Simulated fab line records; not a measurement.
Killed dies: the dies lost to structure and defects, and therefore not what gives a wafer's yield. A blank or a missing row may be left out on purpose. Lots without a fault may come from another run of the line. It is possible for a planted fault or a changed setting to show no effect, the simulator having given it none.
Which tool is to blame? ; flow berkeley cmos170 ; 14 lots, 42 wafers sampled, at 2 steps of a route of 331

## WHAT EACH GAUGE READ, for each wafer
UCB170_GATE_CD_MEAS_12: target cd 350 nm. Usual: cd nm reads 350.2 nm (standard deviation 1.3).
lot;measured;on;cd nm (nm);flag
L142;day 6 05:39;cd sem-02;351.1 350.1 351.1;
L143;day 6 06:08;cd sem-02;348.9 348.5 348.7;
L145;day 6 19:55;cd sem-02;351.1 349.9 351.2;
L144;day 6 19:41;cd sem-01;349.5 351.2 350.3;
L147;day 7 10:28;cd sem-02;348.5 350.2 349.9;
L149;day 7 22:30;cd sem-02;350.4 350.3 351.2;
L150;day 7 22:19;cd sem-01;350.3 349.3 351.2;
L148;day 7 22:11;cd sem-02;349.8 350.2 349.0;
L154;day 8 23:14;cd sem-02;351.8 350.8 350.9;
L158;day 9 00:43;cd sem-02;348.9 348.4 349.0;
L157;day 8 22:53;cd sem-02;350.4 350.1 349.8;
L161;day 10 02:06;cd sem-01;351.3 351.4 351.1;
L163;day 10 13:17;cd sem-02;350.5 351.2 350.6;
L164;day 10 13:00;cd sem-02;350.9 350.1 349.2;

## EACH LOT AND THE TOOL THAT RAN IT (in order: tool; ch and the chambers of the sampled wafers; start)
lot;UCB170_PFIELD_STRIP_08
L142;plasma asher-01 ch 0,1, day 4 12:23
L143;plasma asher-02 ch 0,1, day 4 12:40
L145;plasma asher-02 ch 0,1, day 5 01:59
L144;plasma asher-01 ch 0,1, day 5 02:08
L147;plasma asher-04 ch 0,1, day 5 17:40
L149;plasma asher-01 ch 0,1, day 6 01:11
L150;plasma asher-04 ch 1, day 6 01:23
L148;plasma asher-01 ch 0,1, day 6 01:30
L154;plasma asher-04 ch 0,1, day 7 04:55
L158;plasma asher-04 ch 0,1, day 7 08:54
L157;plasma asher-01 ch 0,1, day 7 09:11
L161;plasma asher-01 ch 1, day 8 07:58
L163;plasma asher-02 ch 0,1, day 8 15:50
L164;plasma asher-02 ch 0,1, day 8 21:02
- UCB170_PFIELD_STRIP_08: strips in O2.

## AS READ BY THE TOOLS THEMSELVES (means over the sampled wafers that have a number; for cases with no such wafer, the mark the record gives instead)
UCB170_PFIELD_STRIP_08. Usual: drypump motor current A 5.7 A, standard deviation 0.33; oes product au 0.734 a.u., standard deviation 0.0044; strip time to endpoint s 21.63 s, standard deviation 0.07.
lot;tool;drypump motor current A (A);oes product au (a.u.);strip time to endpoint s (s);flag
L142;plasma asher-01;5.7;0.731;21.50;
L143;plasma asher-02;5.3;0.732;21.70;
L145;plasma asher-02;5.3;0.734;21.60;
L144;plasma asher-01;5.8;0.735;21.71;
L147;plasma asher-04;5.9;0.730;21.69;
L149;plasma asher-01;5.7;0.735;21.74;
L150;plasma asher-04;6.1;0.732;21.59;
L148;plasma asher-01;5.8;0.732;21.69;
L154;plasma asher-04;5.8;0.732;21.60;
L158;plasma asher-04;5.8;0.735;21.55;
L157;plasma asher-01;5.7;0.739;21.65;
L161;plasma asher-01;5.9;0.734;21.52;
L163;plasma asher-02;5.5;0.736;21.72;
L164;plasma asher-02;5.3;0.736;21.57;

## THE ANSWER, worked out from the rows above alone
Rule: lot off if the mean of its wafers having a number is beyond 3 standard deviations from the usual mean. Also off: a lot with no number at a reading for which 4 or more lots have one. Any other lot the step has rows for is counted as sound. The gauges are gone through in route order, then the tools' own readings, and for those a lot's mean is taken as printed above. At the first step where some lot is off, the reading lying furthest off is the one used; lots without a number count as furthest.
No lot is off at any reading shown: from this, nothing can be told.

## WHAT HAD BEEN PUT IN BY THE SIMULATOR
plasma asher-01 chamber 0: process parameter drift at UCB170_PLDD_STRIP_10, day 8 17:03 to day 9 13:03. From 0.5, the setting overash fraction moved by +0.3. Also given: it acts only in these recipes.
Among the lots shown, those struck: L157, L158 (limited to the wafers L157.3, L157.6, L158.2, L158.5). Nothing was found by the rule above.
